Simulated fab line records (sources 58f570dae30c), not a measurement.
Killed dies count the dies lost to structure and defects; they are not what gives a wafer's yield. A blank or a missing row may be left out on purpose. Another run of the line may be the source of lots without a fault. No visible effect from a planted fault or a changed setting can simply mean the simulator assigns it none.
A lot that was struck, set against a sound lot :: flow berkeley cmos170 :: 18 out of 331 route steps
Sound: wafers L233.1, L233.4, L233.6. The struck wafers were L238.1, L238.4, L238.5. The cause is named last.
Each step with rows lists, per side, the tool, then ch with its chambers, then its first start. Under that, the readings that differ: sound wafers :: struck wafers :: difference of the means :: sigmas: that difference in standard deviations of wafers without a fault.
alike: readings whose means differ by less than 2 such deviations, and words and numbers that are the same on both sides. not compared: withheld readings, readings that some wafer has no value for, bounds like >300 that may hide the same value, and numbers for which the record gives no deviation and whose values overlap.
Wherever a step has rows on one side only, a row that says differs or no value, or a row with sigmas, the two part there. Numbers that don't overlap but have no deviation are shown without sigmas and don't part them. Lack of a reading on every wafer of one side parts them only where that side has two or more wafers.

first, 2 steps without rows for these wafers: UCB170_CONTACT_CLEAN_00 (cleans in SPM, time 600 s); UCB170_CONTACT_CVD_01 (deposits PSG from SiH4/O2/PH3, target thk 700 nm, time 2820 s).
UCB170_CONTACT_THK_MEAS_02:
  sound on film metro-02, day 10 05:26; struck on film metro-02, day 10 20:27
  alike: CONTACT_PSG_THK
then, 3 steps without rows for these wafers: UCB170_CONTACT_HMDS_03 (prime time 60 s); UCB170_CONTACT_COAT_04 (resist thk 900 nm); UCB170_CONTACT_SOFTBAKE_05 (time 60 s).
UCB170_CONTACT_STRIP_06: strips in O2.
  sound on plasma asher-01 ch 1, day 10 05:56; struck on plasma asher-03 ch 0,1, day 10 21:22
  alike: drypump motor current A, oes product au, strip time to endpoint s
  not compared: rf hours counter h
then, 1 step without rows for these wafers: UCB170_CONTACT_CLEAN_07 (cleans in SPM, time 600 s).
UCB170_CONTACT_RTA_08: time 10 s.
  sound on rtp anneal-02 ch 0, day 10 07:13; struck on rtp anneal-02 ch 0, day 10 21:40
  alike: chamber o2 ppm, lamp power pct, wafer_temp_C_max
then, 3 steps without rows for these wafers: UCB170_CONTACT_COAT_09; UCB170_CONTACT_COAT_10 (resist thk 900 nm); UCB170_CONTACT_SOFTBAKE_11 (time 60 s).
UCB170_CONTACT_EXPOSE_12: exposes mask CONT, target cd 700 nm.
  sound on krf scanner-02 ch 0, day 10 07:59; struck on krf scanner-01 ch 0, day 10 22:38
reading: model.CONTACT.overlay x nm (nm)
sound: 0.3766 0.3766 0.3766
struck: 256.1 256.1 256.1
difference: +255.7
sigmas: 
  alike: mask
then, 2 steps without rows for these wafers: UCB170_CONTACT_PEB_13; UCB170_CONTACT_DEVELOP_14 (develop time 45 s).
UCB170_CONTACT_CD_MEAS_15 targets a cd of 700 nm.
  sound on cd sem-02, day 10 08:24; struck on cd sem-01, day 10 23:02
  alike: cd nm
UCB170_CONTACT_OVL_MEAS_16:
  sound on overlay-01, day 10 08:31; struck on overlay-01, day 10 23:22
reading: CONTACT_OVL (nm)
sound: -4 -10 -11
struck: 250 257 254
difference: +262
sigmas: +42
  not compared: hold
UCB170_M3_PROBE_99:
  rows exist in the record for the sound wafers here (prober-02, day 11 03:37), none for the struck ones

WHERE THEY PART
First at UCB170_CONTACT_OVL_MEAS_16; last, within this record, at UCB170_M3_PROBE_99.

WHY: whatever the simulator had introduced
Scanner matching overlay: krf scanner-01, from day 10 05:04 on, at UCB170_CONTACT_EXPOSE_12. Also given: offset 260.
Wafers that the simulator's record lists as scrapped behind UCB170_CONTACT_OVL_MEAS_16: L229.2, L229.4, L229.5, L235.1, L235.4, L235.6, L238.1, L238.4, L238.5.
